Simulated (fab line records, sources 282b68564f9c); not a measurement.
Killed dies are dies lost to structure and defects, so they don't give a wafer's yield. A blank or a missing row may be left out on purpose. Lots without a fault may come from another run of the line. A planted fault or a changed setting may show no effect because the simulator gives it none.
A struck lot beside a sound one | flow rit_cmos | 15 steps out of a route of 202
Sound: wafers L947.3, L947.5, L947.6. Struck: wafers L953.1, L953.4, L953.5. The cause comes at the end.
At each step with rows: each side's tool, then ch and its chambers, then its first start. Under that, the readings that differ: sound wafers | struck wafers | difference of the means | sigmas: that difference in standard deviations of wafers without a fault.
alike: readings whose means differ by less than 2 such deviations, and words and numbers that are the same on both sides. not compared: withheld readings, readings that some wafer has no value for, bounds like >300 that may hide the same value, and numbers for which the record gives no deviation and whose values overlap.
The two part at a step that has a row with sigmas, a row that says differs or no value, or rows on one side only. Numbers that don't overlap but have no deviation are shown without sigmas and don't part them. A reading that every wafer of one side lacks parts them only if that side has two wafers or more.

RIT_PWELL_TW_MEAS_10:
  sound on film_metro-01, day 2 12:15; struck on film_metro-01, day 3 18:20
  alike: PWELL_TW
then, 1 step without rows for these wafers: RIT_WELLDRIVE_ANNEAL_00 (time 14700 s).
RIT_WELLDRIVE_RS_MEAS_01: measures by four-point-probe.
  sound on film_metro-04, day 2 20:47; struck on film_metro-04, day 4 02:11
  alike: NWELL_RS
RIT_WELLDRIVE_RS_MEAS_02: measures by four-point-probe.
  sound on film_metro-04, day 2 20:55; struck on film_metro-04, day 4 02:19
  reading           | sound             | struck            | difference | sigmas
  PWELL_RS (ohm/sq) | 428.4 428.4 428.6 | 431.3 431.4 431.0 | +2.8       | +2
then, 6 steps without rows for these wafers: RIT_NRETRO_HMDS_00 (prime time 60 s); RIT_NRETRO_COAT_01 (resist thk 1300 nm); RIT_NRETRO_SOFTBAKE_02 (time 60 s); RIT_NRETRO_EXPOSE_03 (exposes mask M4, target cd 43900 nm); RIT_NRETRO_PEB_04; RIT_NRETRO_DEVELOP_05 (develop time 68 s).
RIT_NRETRO_OVL_MEAS_06:
  sound on overlay-01, day 2 21:53; struck on overlay-02, day 4 03:19
  alike: NRETRO_OVL
then, 1 step without rows for these wafers: RIT_NRETRO_HARDBAKE_07 (time 120 s).
RIT_NRETRO_IMPLANT_08:
  sound on implanter-03 ch 0, day 2 22:12; struck on implanter-03 ch 0, day 4 03:35
  reading                   | sound                | struck               | difference | sigmas
  beam_energy_keV           | 70.005 69.981 69.995 | 67.594 67.577 67.565 | -2.415     | -99 or more
  model.implant.rp_nm (nm)  | 84.82 84.82 84.82    | 81.5 81.5 81.5       | -3.3       |
  model.implant.drp_nm (nm) | 33.94 33.94 33.94    | 32.94 32.94 32.94    | -1.00      |
RIT_NRETRO_STRIP_09: strips in O2, time 180 s.
  sound on plasma_asher-02 ch 0,1, day 2 22:22; struck on plasma_asher-01 ch 0,1, day 4 03:46
  alike: chamber_pressure_mTorr, drypump_motor_current_A
  not compared: rf_hours_counter_h
then, 1 step without rows for these wafers: RIT_M1_PROBE_99.

WHERE THEY PART
First at RIT_WELLDRIVE_RS_MEAS_02; last, within this record, at RIT_NRETRO_IMPLANT_08. Later steps at which nothing parts them and some readings are alike: RIT_NRETRO_STRIP_09.

WHY: what the simulator had put in
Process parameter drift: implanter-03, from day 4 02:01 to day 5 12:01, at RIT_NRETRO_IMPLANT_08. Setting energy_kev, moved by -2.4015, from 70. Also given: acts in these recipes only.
